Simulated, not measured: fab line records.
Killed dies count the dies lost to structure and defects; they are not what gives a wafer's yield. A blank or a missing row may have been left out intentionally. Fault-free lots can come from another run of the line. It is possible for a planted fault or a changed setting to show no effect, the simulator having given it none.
The tool behind it: which one?	flow berkeleyCmos170	14 lots with 42 wafers sampled at 5 steps, on a route of 331 steps

## WHAT EACH GAUGE READ, for each wafer
UCB170_NVT_TW_MEAS_09. Usual: NVT_TW 524, standard deviation 3.7.
lot	measured	on	NVT_TW	flag
L119	day 6 15:07	filmMetro-01	532 529 531	
L122	day 7 14:06	filmMetro-01	525 529 528	
L121	day 7 14:30	filmMetro-02	522 525 522	
L124	day 7 20:56	filmMetro-04	520 519 521	
L125	day 7 21:13	filmMetro-01	529 526 525	
L127	day 8 11:28	filmMetro-01	524 526 528	
L129	day 8 18:58	filmMetro-04	526 524 528	
L128	day 8 19:04	filmMetro-01	527 527 528	
L126	day 8 19:41	filmMetro-04	553 555 554	OFF
L131	day 9 10:02	filmMetro-02	523 521 523	
L132	day 9 10:11	filmMetro-01	557 556 556	OFF
L130	day 9 10:23	filmMetro-02	526 524 521	
L133	day 9 22:50	filmMetro-04	521 522 522	
L139	day 11 06:11	filmMetro-02	519 521 524	

UCB170_SDANNEAL_RS_MEAS_02: uses a four-point probe to measure. Usual: PSD_RS 75.5 ohm/sq, standard deviation 0.31.
lot	measured	on	PSD_RS (ohm/sq)	flag
L119	day 7 19:09	filmMetro-03	75.2 75.1 75.2	
L122	day 8 22:29	filmMetro-03	75.4 75.1 75.2	
L121	day 8 23:04	filmMetro-01	75.1 74.8 75.6	
L124	day 9 08:25	filmMetro-03	75.3 75.7 75.4	
L125	day 9 08:35	filmMetro-02	75.8 75.6 75.9	
L127	day 9 19:40	filmMetro-03	75.4 75.5 75.2	
L129	day 10 06:11	filmMetro-03	75.3 75.3 75.7	
L128	day 10 07:46	filmMetro-03	75.5 75.5 75.6	
L126	day 10 07:44	filmMetro-01	75.4 75.2 75.4	
L131	day 10 20:58	filmMetro-02	75.5 75.2 75.4	
L132	day 10 20:46	filmMetro-03	75.6 75.6 75.5	
L130	day 10 21:12	filmMetro-01	75.1 75.3 75.6	
L133	day 11 06:46	filmMetro-03	75.2 74.9 75.2	
L139	day 12 16:46	filmMetro-03	75.1 75.7 75.1	

UCB170_V1_CD_MEAS_12: target cd 700 nm. Usual: cdNm 699.4 nm, standard deviation 1.6.
lot	measured	on	cdNm (nm)	flag
L119	day 8 07:36	cdSem-01	700.2 701.0 700.5	
L122	day 9 11:29	cdSem-02	697.6 697.7 698.5	
L121	day 9 11:36	cdSem-01	698.3 700.5 699.9	
L124	day 9 18:43	cdSem-01	700.8 699.7 699.9	
L125	day 9 22:16	cdSem-01	699.1 697.5 697.8	
L127	day 10 08:18	cdSem-01	699.8 700.4 700.0	
L129	day 10 19:30	cdSem-01	700.7 700.1 698.9	
L128	day 10 20:55	cdSem-02	700.9 702.3 700.9	
L126	day 10 21:09	cdSem-01	701.8 702.2 701.7	
L131	day 11 09:42	cdSem-01	698.4 697.9 698.4	
L132	day 11 08:11	cdSem-01	697.2 699.1 697.9	
L130	day 11 12:06	cdSem-01	698.3 699.2 699.5	
L133	day 11 17:35	cdSem-01	700.0 698.8 699.3	
L139	day 13 04:26	cdSem-01	699.0 699.5 699.9	

## WHICH TOOL RAN EACH LOT (tool, then ch and the chambers of the sampled wafers, then the start)
lot	UCB170_NVT_IMPLANT_07	UCB170_PSD_STRIP_09
L119	implanter-01 ch 0, day 6 14:52	plasmaAsher-04 ch 0, day 7 15:11
L122	implanter-04 ch 0, day 7 13:52	plasmaAsher-03 ch 0,1, day 8 18:10
L121	implanter-02 ch 0, day 7 14:17	plasmaAsher-02 ch 0,1, day 8 18:37
L124	implanter-02 ch 0, day 7 20:42	plasmaAsher-04 ch 0,1, day 9 05:26
L125	implanter-04 ch 0, day 7 20:58	plasmaAsher-02 ch 0,1, day 9 05:37
L127	implanter-04 ch 0, day 8 11:13	plasmaAsher-03 ch 0,1, day 9 15:57
L129	implanter-04 ch 0, day 8 18:43	plasmaAsher-02 ch 0,1, day 10 02:11
L128	implanter-01 ch 0, day 8 18:48	plasmaAsher-04 ch 0,1, day 10 02:42
L126	implanter-04 ch 0, day 8 19:26	plasmaAsher-02 ch 0,1, day 10 02:28
L131	implanter-01 ch 0, day 9 09:47	plasmaAsher-04 ch 1, day 10 18:08
L132	implanter-04 ch 0, day 9 09:59	plasmaAsher-03 ch 0,1, day 10 17:56
L130	implanter-02 ch 0, day 9 10:08	plasmaAsher-02 ch 0,1, day 10 18:16
L133	implanter-01 ch 0, day 9 22:35	plasmaAsher-02 ch 0,1, day 11 03:08
L139	implanter-01 ch 0, day 11 05:57	plasmaAsher-04 ch 0,1, day 12 13:53
- UCB170_NVT_IMPLANT_07
- UCB170_PSD_STRIP_09: strips in O2.

## AS READ BY THE TOOLS THEMSELVES (means over the sampled wafers that have a number; for cases with no such wafer, the mark the record gives instead)
UCB170_NVT_IMPLANT_07. Usual: beamEnergyKeV 49.999, standard deviation 0.016; endStationPressureTorr 5.03e-06 Torr, standard deviation 2.5e-07; faradayCurrentUA 9.51, standard deviation 0.2.
lot	tool	beamEnergyKeV	endStationPressureTorr (Torr)	faradayCurrentUA	flag
L119	implanter-01	49.987	5.21e-06	9.47	
L122	implanter-04	49.979	4.98e-06	9.67	
L121	implanter-02	49.980	5.25e-06	9.32	
L124	implanter-02	49.998	5.21e-06	9.57	
L125	implanter-04	50.008	4.94e-06	9.56	
L127	implanter-04	49.992	4.96e-06	9.54	
L129	implanter-04	50.016	4.83e-06	9.43	
L128	implanter-01	50.021	5.10e-06	9.54	
L126	implanter-04	61.009	5.03e-06	9.61	OFF
L131	implanter-01	49.982	5.08e-06	9.42	
L132	implanter-04	60.994	5.02e-06	9.42	OFF
L130	implanter-02	50.001	5.05e-06	9.50	
L133	implanter-01	50.008	4.84e-06	9.49	
L139	implanter-01	49.996	5.16e-06	9.65	

UCB170_PSD_STRIP_09. Usual: drypumpMotorCurrentA 5.7 A, standard deviation 0.35; oesProductAu 0.600 a.u., standard deviation 0.0045; stripTimeToEndpointS 29.41 s, standard deviation 0.084.
lot	tool	drypumpMotorCurrentA (A)	oesProductAu (a.u.)	stripTimeToEndpointS (s)	flag
L119	plasmaAsher-04	5.2	0.600	29.39	
L122	plasmaAsher-03	6.2	0.593	29.37	
L121	plasmaAsher-02	5.6	0.598	29.60	
L124	plasmaAsher-04	5.5	0.598	29.36	
L125	plasmaAsher-02	5.6	0.598	29.38	
L127	plasmaAsher-03	6.2	0.594	29.38	
L129	plasmaAsher-02	5.6	0.598	29.41	
L128	plasmaAsher-04	5.5	0.603	29.49	
L126	plasmaAsher-02	5.6	0.600	29.42	
L131	plasmaAsher-04	6.0	0.601	29.42	
L132	plasmaAsher-03	6.0	0.598	29.38	
L130	plasmaAsher-02	5.6	0.603	29.42	
L133	plasmaAsher-02	5.5	0.600	29.49	
L139	plasmaAsher-04	5.7	0.602	29.34	

## THE ANSWER, worked out from the rows above alone
Rule: lot off if the mean of its wafers having a number is beyond 3 standard deviations from the usual mean. Also off: a lot with no number at a reading for which 4 or more lots have one. All remaining lots with rows at the step are treated as sound. First the gauges in route order, then the tools' own readings, where a lot's mean is used as printed above. At the first step where some lot is off, the reading lying furthest off is the one used; lots without a number count as furthest.
Off: L126, L132, seen at UCB170_NVT_TW_MEAS_09 (NVT_TW).
If a tool, at a process step before that reading, ran all the lots that are off and no sound lot after the first of them, it fits. Not tried: the gauges at UCB170_NVT_TW_MEAS_09; whatever is off there is also off at UCB170_NVT_IMPLANT_07, on other tools, and gauge error can't account for it. One candidate fits, namely implanter-04 at UCB170_NVT_IMPLANT_07. Its last sound lot is L129 (day 8 18:43), its first lot that is off L126 (day 8 19:26): a fault that began between those two fits.
The tool's own readings at UCB170_NVT_IMPLANT_07 bear it out: on the lots that are off they differ by more than 5 times the standard deviation of the sound lots' means. beamEnergyKeV reads 61.002 there against 49.997 on the sound lots.

## WHAT THE SIMULATOR HAD INSERTED
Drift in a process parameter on implanter-04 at UCB170_NVT_IMPLANT_07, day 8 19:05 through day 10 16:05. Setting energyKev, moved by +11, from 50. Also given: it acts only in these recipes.
Shown lots that were struck: L126, L132. The rule above reached the same finding.
